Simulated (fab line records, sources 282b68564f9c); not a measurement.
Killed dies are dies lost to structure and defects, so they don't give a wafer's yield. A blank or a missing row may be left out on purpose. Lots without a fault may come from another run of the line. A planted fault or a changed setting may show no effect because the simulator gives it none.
A struck lot beside a sound one | flow rit_cmos | 14 steps out of a route of 202
Sound: wafers L174.1, L174.3, L174.6. Struck: wafers L176.2, L176.3, L176.5. The cause comes at the end.
At each step with rows: each side's tool, then ch and its chambers, then its first start. Under that, the readings that differ: sound wafers | struck wafers | difference of the means | sigmas: that difference in standard deviations of wafers without a fault.
alike: readings whose means differ by less than 2 such deviations, and words and numbers that are the same on both sides. not compared: withheld readings, readings that some wafer has no value for, bounds like >300 that may hide the same value, and numbers for which the record gives no deviation and whose values overlap.
The two part at a step that has a row with sigmas, a row that says differs or no value, or rows on one side only. Numbers that don't overlap but have no deviation are shown without sigmas and don't part them. A reading that every wafer of one side lacks parts them only if that side has two wafers or more.

first, 1 step without rows for these wafers: RIT_GATE_CLEAN_04 (cleans in dHF, time 60 s).
RIT_FOX2_THK_MEAS_91:
  sound on film_metro-02, day 4 01:06; struck on film_metro-02, day 4 10:34
  alike: FIELD_OXIDE_LEFT_2_THK
then, 2 steps without rows for these wafers: RIT_GATE_OXIDATION_05 (target thk 3 nm, ox time 270 s); RIT_GATE_ANNEAL_06 (time 600 s).
RIT_GATE_THK_MEAS_07:
  sound on film_metro-01, day 4 05:28; struck on film_metro-01, day 4 11:57
  alike: GATE_OXIDE_THK
then, 1 step without rows for these wafers: RIT_GATE_CVD_08 (deposits poly-Si from SiH4, target thk 250 nm, time 2220 s).
RIT_GATE_THK_MEAS_09:
  sound on film_metro-02, day 4 07:08; struck on film_metro-03, day 4 13:37
  alike: GATE_POLY_THK
then, 5 steps without rows for these wafers: RIT_GATE_HMDS_10 (prime time 60 s); RIT_GATE_COAT_11 (resist thk 850 nm); RIT_GATE_SOFTBAKE_12 (time 60 s); RIT_GATE_EXPOSE_13 (exposes mask M6, target cd 150 nm); RIT_GATE_PEB_14.
RIT_GATE_DEVELOP_15: develop time 50 s.
  sound on litho_track-01 ch 0, day 4 07:00; struck on litho_track-03, day 4 14:00
  no value came back on the struck wafers for chill_plate_temp_C (C), develop_time_s (s); on the sound wafers chill_plate_temp_C (C) reads 23.08 23.25 23.19
RIT_GATE_CD_MEAS_16: target cd 150 nm.
  sound on cd_sem-01, day 4 08:03; struck on cd_sem-01, day 4 14:32
  reading    | sound       | struck | difference                    | sigmas
  cd_nm (nm) | 152 152 150 | - - -  | no value on the struck wafers |

WHERE THEY PART
First at RIT_GATE_DEVELOP_15; last, within this record, at RIT_GATE_CD_MEAS_16.

WHY: what the simulator had put in
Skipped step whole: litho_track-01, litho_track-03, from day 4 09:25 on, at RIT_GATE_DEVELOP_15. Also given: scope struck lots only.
